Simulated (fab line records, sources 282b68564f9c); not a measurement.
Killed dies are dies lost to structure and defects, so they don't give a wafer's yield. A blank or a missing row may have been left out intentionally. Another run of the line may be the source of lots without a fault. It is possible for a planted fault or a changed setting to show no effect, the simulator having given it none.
Which tool was responsible?	flow rit_cmos	Sampling: 14 lots, 42 wafers, 2 of 202 route steps

== WHAT EACH GAUGE READ, for each wafer ==
RIT_GATE_THK_MEAS_07.
lot	measured	on	GATE_OXIDE_THK (nm)
L181	day 2 13:13	film_metro-02	3.10 2.96 3.08
L182	day 2 19:29	film_metro-02	3.01 2.97 3.08
L185	day 3 07:07	film_metro-03	3.13 3.01 3.03
L186	day 3 16:04	film_metro-01	3.07 3.06 3.04
L188	day 3 21:08	film_metro-01	2.98 3.00 3.02
L189	day 4 05:29	film_metro-01	3.05 3.02 3.08
L190	day 4 15:26	film_metro-01	2.95 3.00 2.97
L191	day 4 18:07	film_metro-01	2.99 3.03 2.99
L192	day 4 19:09	film_metro-03	2.95 2.96 3.07
L194	day 5 09:07	film_metro-01	2.98 3.06 3.08
L195	day 5 11:55	film_metro-01	3.01 3.00 3.00
L196	day 5 14:21	film_metro-03	2.99 3.05 2.95
L203	day 7 01:01	film_metro-03	0.48 0.54 0.46
L204	day 7 06:32	film_metro-03	0.36 0.41 0.34

== TOOL THAT RAN EACH LOT (tool first, then ch and the chambers of the sampled wafers, then the start) ==
lot	RIT_GATE_OXIDATION_05
L181	furnace-04 ch 0, day 2 10:44
L182	furnace-04 ch 0, day 2 16:08
L185	furnace-03 ch 0, day 3 05:46
L186	furnace-03 ch 0, day 3 13:29
L188	furnace-04 ch 0, day 3 19:47
L189	furnace-01 ch 0, day 4 03:11
L190	furnace-04 ch 0, day 4 12:11
L191	furnace-03 ch 0, day 4 16:47
L192	furnace-04 ch 0, day 4 17:50
L194	furnace-01 ch 0, day 5 07:47
L195	furnace-04 ch 0, day 5 10:34
L196	furnace-04 ch 0, day 5 12:18
L203	furnace-03 ch 0, day 6 22:22
L204	furnace-03 ch 0, day 7 04:45
- RIT_GATE_OXIDATION_05: target thk 3 nm, ox time 270 s.

== WHAT THE TOOLS THEMSELVES READ (means of the sampled wafers that have a number; where no wafer has one, the mark that the record gives instead) ==
RIT_GATE_OXIDATION_05.
lot	tool	spike_tc_centre_C (C)	spike_tc_load_C (C)	spike_tc_source_C (C)	tube_center_temp_C (C)	tube_center_temp_C_max	zone_power_load_pct (%)	zone_power_source_pct (%)
L181	furnace-04	902.4	926.3	928.5	900.01	902.3	26.1	25.8
L182	furnace-04	901.9	925.8	929.0	900.00	903.3	26.2	25.8
L185	furnace-03	903.0	924.8	924.5	899.93	901.9	27.2	29.3
L186	furnace-03	901.8	925.4	924.2	900.05	902.0	27.3	29.1
L188	furnace-04	902.6	926.5	929.3	900.06	902.3	26.2	26.0
L189	furnace-01	903.0	928.8	924.1	899.98	902.2	29.5	26.6
L190	furnace-04	902.8	927.1	929.5	900.03	902.3	26.2	25.8
L191	furnace-03	902.5	924.9	924.7	899.95	902.7	27.4	29.2
L192	furnace-04	902.3	926.2	929.3	899.96	902.3	26.2	25.7
L194	furnace-01	903.0	927.7	923.8	899.99	902.4	29.5	26.4
L195	furnace-04	902.0	925.9	929.9	899.92	902.0	26.0	25.9
L196	furnace-04	901.5	926.7	928.7	899.96	902.5	26.3	26.0
L203	furnace-03	771.5	790.9	791.3	767.47	769.7	19.5	20.6
L204	furnace-03	770.6	790.2	791.7	767.61	769.8	19.3	20.6

== THE ANSWER, worked out from the rows above alone ==
Rule: what is usual is taken from the lots themselves. The widest of any qualifying gaps counts: lots, ordered by their means at a reading, are off when they make up no more than a third of the lots, leave a main group of 4 or more, and stand apart from it by 3 or more times the standard deviation of that group's means. If all means in a main group match to the digits the tables above print for the reading, that group is not used. Also off: a lot with no number at a reading for which 4 or more lots have one. All remaining lots with rows at the step are treated as sound. Order of review: gauges by route order, followed by the tools' own readings, for which a lot's mean as printed above is used. The first step at which some lot is off is used, and at that step the reading that is off furthest; a lot without a number counts as furthest.
Off: L203, L204, seen at RIT_GATE_THK_MEAS_07 (GATE_OXIDE_THK). Mean 3.02 nm and standard deviation 0.028 in the main group.
If a tool, at a process step before that reading, ran all the lots that are off and no sound lot after the first of them, it fits. Not tried: the gauges at RIT_GATE_THK_MEAS_07; whatever is off there is also off at RIT_GATE_OXIDATION_05, on other tools, and gauge error can't account for it. One fits: RIT_GATE_OXIDATION_05 on furnace-03. A fault onset in the window from L191 (day 4 16:47, its last sound lot) to L203 (day 6 22:22, its first lot off) fits.
The tool's own readings at RIT_GATE_OXIDATION_05 bear it out: on the lots that are off they differ by more than 5 times the standard deviation of the sound lots' means. spike_tc_centre_C reads 771.0 C there against 902.4 C on the sound lots; spike_tc_load_C reads 790.5 C there against 926.3 C on the sound lots; spike_tc_source_C reads 791.5 C there against 927.1 C on the sound lots; tube_center_temp_C reads 767.54 C there against 899.99 C on the sound lots; tube_center_temp_C_max reads 769.8 there against 902.4 on the sound lots; zone_power_load_pct reads 19.4 % there against 27.0 % on the sound lots.

== WHAT THE SIMULATOR HAD PUT IN ==
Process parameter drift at RIT_GATE_OXIDATION_05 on furnace-03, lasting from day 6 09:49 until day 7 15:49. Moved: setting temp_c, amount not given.
Struck lots among those shown: L203, L204. The rule given above showed the same thing.
